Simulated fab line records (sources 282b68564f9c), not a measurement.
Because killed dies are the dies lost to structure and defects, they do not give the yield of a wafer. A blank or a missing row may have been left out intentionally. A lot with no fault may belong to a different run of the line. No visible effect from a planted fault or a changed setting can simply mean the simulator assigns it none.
2 desks looking at one fault    flow rit_cmos    every desk sees just its own numbers, and what lay behind them comes last

## FROM THE METROLOGY DESK
What the gauges read, lot by lot, whatever tool the lot ran on: means of the sampled wafers that have a number. Marked OUT: a lot whose mean sits more than 4 standard deviations from the usual mean, which makes it out of limits; the brackets give that distance.
Columns: A = FOX1_OXIDE_THK at RIT_FOX1_THK_MEAS_01, usual 348 nm; B = PRETRO_OVL at RIT_PRETRO_OVL_MEAS_06, usual -1.1 nm; C = PLDD_OVL at RIT_PLDD_OVL_MEAS_06, usual -0.3 nm; D = SPACER_NITRIDE_THK at RIT_SPACER_THK_MEAS_04, usual 250.8 nm
lot   first seen here  A              B     C     D
L442  day 1 16:54      361            0.1   -0.8  253.1
L443  day 1 22:00      342            -2.0  1.3   249.6
L445  day 2 09:53      344            -1.2  -1.8  250.0
L447  day 2 17:57      348            0.3   0.2   250.8
L448  day 2 23:59      358            -0.1  -3.1  250.1
L449  day 3 04:40      340            -1.6  -0.5  249.4
L450  day 3 10:23      343            -0.2  2.4   252.2
L451  day 3 13:50      352            0.8   -0.5  250.4
L452  day 3 19:59      351            -0.6  1.5   253.0
L455  day 4 10:00      340            -0.2  1.1   251.5
L456  day 4 15:40      351            -4.0  -0.1  246.6
L459  day 5 05:57      354            -2.1  -1.8  247.1
L460  day 5 10:55      433 (+14) OUT  -0.9  0.5   248.0
L461  day 5 16:30      436 (+15) OUT  -1.3  -0.1  251.7
This desk's result: L460, L461 out of limits, first on L460 (FOX1_OXIDE_THK at RIT_FOX1_THK_MEAS_01), day 5 10:55. In limits: L442, L443, L445, L447, L448, L449, L450, L451, L452, L455, L456, L459.

## THE TOOL OWNER'S DESK: furnace-01
The tool's own readings at RIT_FOX1_OXIDATION_00 (target thk 350.7 nm, ox time 1130 s): means of the sampled wafers that have a number, for each lot that ran on this tool. Marked OUT: a lot whose mean sits more than 4 standard deviations from the usual mean, which makes it out of limits; the brackets give that distance.
Columns: A = ox_temp_c at RIT_FOX1_OXIDATION_00, usual 1100.0 C; B = tube_center_temp_C at RIT_FOX1_OXIDATION_00, usual 1100 C
lot   first seen here  A       B
L442  day 1 15:34      1099.2  1100
L450  day 3 09:03      1099.6  1100
L451  day 3 12:31      1100.3  1100
L452  day 3 18:40      1100.2  1100
L456  day 4 14:21      1099.7  1100
L459  day 5 04:38      1100.4  1100
L460  day 5 09:37      1100.7  1100
L461  day 5 15:11      1099.2  1100
This desk's finding: nothing out of limits on any of the 8 lots.

## ALL TOGETHER
The metrology desk could have raised an alarm at day 5 10:55, on L460, L461.
Nothing out of limits was seen by the tool owner's desk.
Tool owner's desk: L460, L461 on record, inside its limits.
All the named lots went through RIT_FOX1_OXIDATION_00 on furnace-01.

## WHAT THE SIMULATOR HAD PUT IN
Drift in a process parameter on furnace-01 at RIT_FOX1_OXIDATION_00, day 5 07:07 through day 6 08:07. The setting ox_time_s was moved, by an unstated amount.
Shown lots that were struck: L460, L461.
Per desk, hours elapsed from the start of the fault to the first reading out of limits: for the metrology desk, 4.
